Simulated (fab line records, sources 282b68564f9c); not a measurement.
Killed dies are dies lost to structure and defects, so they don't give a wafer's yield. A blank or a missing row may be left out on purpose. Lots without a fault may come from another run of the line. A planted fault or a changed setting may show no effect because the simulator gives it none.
A struck lot beside a sound one | flow rit_cmos | 43 steps out of a route of 202
Sound: wafers L526.2, L526.5, L526.6. Struck: wafers L533.4, L533.5, L533.6. The cause comes at the end.
At each step with rows: each side's tool, then ch and its chambers, then its first start. Under that, the readings that differ: sound wafers | struck wafers | difference of the means | sigmas: that difference in standard deviations of wafers without a fault.
alike: readings whose means differ by less than 2 such deviations, and words and numbers that are the same on both sides. not compared: withheld readings, readings that some wafer has no value for, bounds like >300 that may hide the same value, and numbers for which the record gives no deviation and whose values overlap.
The two part at a step that has a row with sigmas, a row that says differs or no value, or rows on one side only. Numbers that don't overlap but have no deviation are shown without sigmas and don't part them. A reading that every wafer of one side lacks parts them only if that side has two wafers or more.

first, 3 steps without rows for these wafers: RIT_SDANNEAL_CLEAN_00 (cleans in SC1, time 600 s); RIT_SDANNEAL_CLEAN_01 (cleans in dHF, time 30 s); RIT_SDANNEAL_CLEAN_02 (cleans in SC2, time 600 s).
RIT_SDANNEAL_RTA_03: time 5 s.
  sound on rtp_anneal-02 ch 0, day 3 18:29; struck on rtp_anneal-01 ch 0, day 5 08:50
  alike: wafer_temp_C_max
RIT_SDANNEAL_RS_MEAS_04: measures by four-point-probe.
  sound on film_metro-02, day 3 18:33; struck on film_metro-04, day 5 08:58
  reading         | sound             | struck            | difference | sigmas
  PSD_RS (ohm/sq) | 116.6 116.2 116.3 | 115.5 115.6 115.5 | -0.8       | -3
RIT_SDANNEAL_RS_MEAS_05: measures by four-point-probe.
  sound on film_metro-02, day 3 18:40; struck on film_metro-04, day 5 09:05
  alike: NSD_RS
RIT_SDANNEAL_RS_MEAS_06: measures by four-point-probe.
  sound on film_metro-02, day 3 18:47; struck on film_metro-04, day 5 09:12
  reading          | sound             | struck            | difference | sigmas
  PLDD_RS (ohm/sq) | 179.4 179.0 178.9 | 177.9 178.1 178.4 | -1.0       | -2
RIT_SDANNEAL_RS_MEAS_07: measures by four-point-probe.
  sound on film_metro-02, day 3 18:55; struck on film_metro-04, day 5 09:19
  alike: NLDD_RS
then, 1 step without rows for these wafers: RIT_SILICIDE_WET_ETCH_00 (etches SiO2 in BOE, target depth 14 nm, time 15 s).
RIT_SILICIDE_SPUTTER_01: material Ti, target thk 30 nm, time 240 s.
  sound on pvd_sputter-03, day 3 19:01; struck on pvd_sputter-04, day 5 09:23
  alike: throttle_valve_pct
RIT_SILICIDE_RS_MEAS_02: measures by four-point-probe.
  sound on film_metro-01, day 3 19:11; struck on film_metro-03, day 5 09:36
  alike: SILICIDE_TI_RS
RIT_SILICIDE_THK_MEAS_03: measures by xrf.
  sound on film_metro-01, day 3 19:18; struck on film_metro-03, day 5 09:41
  alike: SILICIDE_TI_THK
RIT_SILICIDE_RTA_04: time 10 s, ramp up 5 s, ramp down 5 s.
  sound on rtp_anneal-01 ch 0, day 3 19:22; struck on rtp_anneal-02 ch 0, day 5 09:45
  reading          | sound             | struck            | difference | sigmas
  wafer_temp_C_max | 652.3 652.0 652.4 | 654.5 654.7 654.2 | +2.2       | +3
then, 1 step without rows for these wafers: RIT_SILICIDE_WET_ETCH_05 (etches Ti in SPM, time 120 s).
RIT_SILICIDE_RTA_06: time 10 s, ramp up 5 s, ramp down 10 s.
  sound on rtp_anneal-02 ch 0, day 3 19:28; struck on rtp_anneal-01 ch 0, day 5 09:53
  alike: wafer_temp_C_max
RIT_CONTACT_CVD_00: deposits SiO2 from TEOS, target thk 400 nm, time 61 s.
  sound on pecvd-03 ch 0,1,2, day 3 19:32; struck on pecvd-02 ch 0,1,2, day 5 09:59
  alike: heater_power_w
RIT_CONTACT_THK_MEAS_01:
  sound on film_metro-04, day 3 19:35; struck on film_metro-01, day 5 10:02
  alike: CONTACT_TEOS_THK
then, 6 steps without rows for these wafers: RIT_CONTACT_HMDS_02 (prime time 60 s); RIT_CONTACT_COAT_03 (resist thk 1000 nm); RIT_CONTACT_SOFTBAKE_04 (time 60 s); RIT_CONTACT_EXPOSE_05 (exposes mask M11, target cd 1000 nm); RIT_CONTACT_PEB_06; RIT_CONTACT_DEVELOP_07 (develop time 120 s).
RIT_CONTACT_CD_MEAS_08: target cd 1000 nm.
  sound on cd_sem-01, day 3 20:38; struck on cd_sem-01, day 5 11:10
  alike: cd_nm
RIT_CONTACT_OVL_MEAS_09:
  sound on overlay-02, day 3 20:44; struck on overlay-01, day 5 11:14
  alike: CONTACT_OVL
then, 2 steps without rows for these wafers: RIT_CONTACT_HARDBAKE_10 (time 60 s); RIT_CONTACT_ETCH_11 (etches SiO2 in CHF3/CF4/Ar, stops on TiSi2, target depth 480 nm, time 320 s).
RIT_CONTACT_STRIP_12: strips in O2, time 180 s.
  sound on plasma_asher-04 ch 0,1, day 3 21:07; struck on plasma_asher-01 ch 0,1, day 5 11:50
  alike: drypump_motor_current_A, o2_flow_sccm
  not compared: rf_hours_counter_h
RIT_CONTACT_CD_MEAS_90: target cd 1000 nm.
  sound on cd_sem-02, day 3 21:18; struck on cd_sem-01, day 5 12:01
  alike: cd_nm
then, 3 steps without rows for these wafers: RIT_CONTACT_CLEAN_13 (cleans in SC1, time 600 s); RIT_CONTACT_CLEAN_14 (cleans in SC2, time 600 s); RIT_M1_SPUTTER_00 (material Al, target thk 400 nm, time 500 s).
RIT_M1_RS_MEAS_01: measures by four-point-probe.
  sound on film_metro-04, day 3 22:05; struck on film_metro-02, day 5 12:50
  reading           | sound                | struck               | difference | sigmas
  M1_AL_RS (ohm/sq) | 0.0716 0.0724 0.0713 | 0.0732 0.0745 0.0738 | +0.0021    | +2
RIT_M1_THK_MEAS_02: measures by xrf.
  sound on film_metro-04, day 3 22:11; struck on film_metro-02, day 5 12:55
  reading        | sound       | struck      | difference | sigmas
  M1_AL_THK (nm) | 412 407 415 | 402 394 398 | -13        | -2
then, 6 steps without rows for these wafers: RIT_M1_HMDS_03 (prime time 60 s); RIT_M1_COAT_04 (resist thk 1300 nm); RIT_M1_SOFTBAKE_05 (time 60 s); RIT_M1_EXPOSE_06 (exposes mask M12, target cd 2600 nm); RIT_M1_PEB_07; RIT_M1_DEVELOP_08 (develop time 68 s).
RIT_M1_CD_MEAS_09: target cd 2600 nm.
  sound on cd_sem-02, day 3 23:08; struck on cd_sem-01, day 5 13:53
  alike: cd_nm
RIT_M1_OVL_MEAS_10:
  sound on overlay-01, day 3 23:15; struck on overlay-02, day 5 13:58
  alike: M1_OVL
RIT_M1_PROBE_99:
  sound on prober-02, day 4 01:50; struck on prober-02, day 5 16:38
  reading                              | sound             | struck            | difference | sigmas
  killed_at_front_end                  | 12 12 9           | 5 8 1             | -6         | -2
  killed_dies                          | 12 12 9           | 5 9 1             | -6         | -2
  model.etest.npoly_line.line_ohm_um   | 170.9 174.2 169   | 191.3 196.1 194.9 | +22.7      |
  model.etest.ppoly_line.line_ohm_um   | 164 165.6 161.9   | 182.3 180.3 185.7 | +18.9      |
  model.etest.contact_nplus.end_ohm_um | 42.5 42.84 42.15  | 37.39 35.16 35.93 | -6.34      |
  model.etest.contact_pplus.end_ohm_um | 43.73 44.48 43.89 | 40.01 39.34 39.34 | -4.47      |
  model.etest.npoly_line.rs_ohm_sq     | 16.86 16.98 17.05 | 19.8 19.7 19.84   | +2.8       |
  model.etest.ppoly_line.rs_ohm_sq     | 16.27 16.4 16.47  | 18.99 18.75 18.86 | +2.49      |
  model.etest.npoly_sal.rs_ohm_sq      | 4.316 4.351 4.337 | 5.203 5.186 5.147 | +0.844     |
  model.etest.ppoly_sal.rs_ohm_sq      | 4.256 4.334 4.277 | 5.148 5.153 5.089 | +0.841     |
  alike: killed_at_contacts, killed_on_rim, killed_open, killed_short

WHERE THEY PART
First at RIT_SDANNEAL_RS_MEAS_04; last, within this record, at RIT_M1_PROBE_99.

WHY: what the simulator had put in
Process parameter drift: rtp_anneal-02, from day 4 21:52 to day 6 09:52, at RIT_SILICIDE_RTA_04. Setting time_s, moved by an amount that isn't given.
